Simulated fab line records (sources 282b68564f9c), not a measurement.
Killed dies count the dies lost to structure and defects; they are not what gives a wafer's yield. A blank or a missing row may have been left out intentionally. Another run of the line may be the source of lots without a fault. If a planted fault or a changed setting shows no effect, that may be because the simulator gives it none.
fab line records    flow rit_cmos
record lots=14  wafers=42  last_day=7
route steps=202 shown PLDD@119
lots that met no fault: from a run of the same line without faults
start_h: the number of hours between the record's first day and the start of the first shown wafer of the lot    wait_h: time in hours since the lot's previous step    " same as the row above    L1.1+2: one row covering several wafers at once    - value missing, or start not given    * or withheld: withheld    < > ~ a bound
route shown NAME@n: names a module that has steps shown in the file, with the first one's number in the route    usual: mean/standard deviation of fault-free wafers    same: alike in all rows    chamber/n: place in a boat    sites: the reading at each site    _std_site: standard deviation of those values    _edge_site: outer sites' mean less inner sites'    radius_mm: how far each site lies from the wafer's centre    mask NAME#n: copy n    behind: the tool/chamber that last shaped the wafer    hold: cause of the lot's hold/its duration in hours/its outcome    device: whichever transistor did not switch (one of n, p or np)    end of line: at the end of the route, the tests of the same wafers    where a step has no rows: the recipe by itself    killed: the dies lost at the first sort to structure and to defects; this is not the yield of the wafer    map: per-die view of a wafer (x killed, . not killed, _ where there is no die)
set.NAME: the setting that was run; set.NAME@STEP: the one run at that earlier step    model.NAME: the simulator's own value behind a step, which no gauge read
steps of the route over a sample of lots; a table a step, a row a wafer
## steps
# step RIT_PLDD_DEVELOP_05
# recipe resist=NOVOLAK  develop_time_s=50  dev_temp_c=23
lot.wafer   tool            chamber  start_h  wait_h
L774.3+4+5  litho_track-02  0        42       -
L775.2+3+4  litho_track-02  0        48       -
L776.2+3+4  litho_track-03  0        53       -
L777.1+2+5  litho_track-04  0        57       -
L778.1+3+6  litho_track-04  0        61       -
L779.1+3+6  litho_track-02  0        68       -
L780.1+3+6  litho_track-03  0        72       -
L781.3+4+6  litho_track-03  0        78       -
L788.1+2+3  litho_track-04  0        114      -
L790.4+5+6  litho_track-02  0        124      -
L791.1+2+5  litho_track-02  0        127      -
L792.1+4+6  litho_track-03  0        132      -
L793.3+4+5  litho_track-03  0        138      -
L794.4+5+6  litho_track-03  0        147      -
# step RIT_PLDD_TW_MEAS_10
# usual PLDD_TW=2362/16
lot.wafer  tool           chamber  start_h  wait_h  PLDD_TW
L774.3     film_metro-04  -        43.58    0.1     2372
L774.4     "              -        "        "       2363
L774.5     "              -        "        "       2368
L775.2     film_metro-04  -        49.19    0.1     2381
L775.3     "              -        "        "       2372
L775.4     "              -        "        "       2377
L776.2     film_metro-03  -        53.99    0.1     2358
L776.3     "              -        "        "       2372
L776.4     "              -        "        "       2358
L777.1     film_metro-04  -        58.61    0.1     2375
L777.2     "              -        "        "       2381
L777.5     "              -        "        "       2381
L778.1     film_metro-01  -        62.45    0.1     2331
L778.3     "              -        "        "       2323
L778.6     "              -        "        "       2325
L779.1     film_metro-04  -        69.06    0.1     2392
L779.3     "              -        "        "       2379
L779.6     "              -        "        "       2364
L780.1     film_metro-01  -        72.99    0.1     2341
L780.3     "              -        "        "       2336
L780.6     "              -        "        "       2329
L781.3     film_metro-03  -        79.19    0.1     2384
L781.4     "              -        "        "       2375
L781.6     "              -        "        "       2383
L788.1     film_metro-03  -        115.09   0.1     2374
L788.2     "              -        "        "       2365
L788.3     "              -        "        "       2374
L790.4     film_metro-03  -        124.68   0.1     30
L790.5     "              -        "        "       30
L790.6     "              -        "        "       30
L791.1     film_metro-04  -        128.37   0.1     30
L791.2     "              -        "        "       30
L791.5     "              -        "        "       30
L792.1     film_metro-01  -        133.12   0.1     2346
L792.4     "              -        "        "       2345
L792.6     "              -        "        "       2344
L793.3     film_metro-03  -        139.45   0.1     2367
L793.4     "              -        "        "       2357
L793.5     "              -        "        "       2358
L794.4     film_metro-01  -        147.98   0.1     2339
L794.5     "              -        "        "       2355
L794.6     "              -        "        "       2347
## key
first_sign step=RIT_PLDD_TW_MEAS_10  reading=PLDD_TW  direction=down  sigmas=99+  usual=2362  struck=30
effect none on later readings
met_at RIT_PLDD_DEVELOP_05
struck_lots L790,L791
sort_left_out L790.4,L790.5,L790.6,L791.1,L791.2,L791.5
tester_left_out L790,L791
onset_between 68 124
fault kind=process_parameter_drift  tool=litho_track-02  chamber=-  onset_h=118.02  steps=RIT_PLDD_DEVELOP_05  channel=develop_time_s  offset=*  shape=step  end_h=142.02  acts_in=*  stated=*
# tester_left_out: of these lots the tester's yield and bins aren't shown, on N5 and GAA mostly nor the transistor test; their killed dies are dies lost to structure and defects alone, not to doping, threshold or leakage, so they don't give the yield
# sort_left_out: the simulated sort isn't trusted on such a fault, so these wafers' sort isn't shown, and their yield isn't known
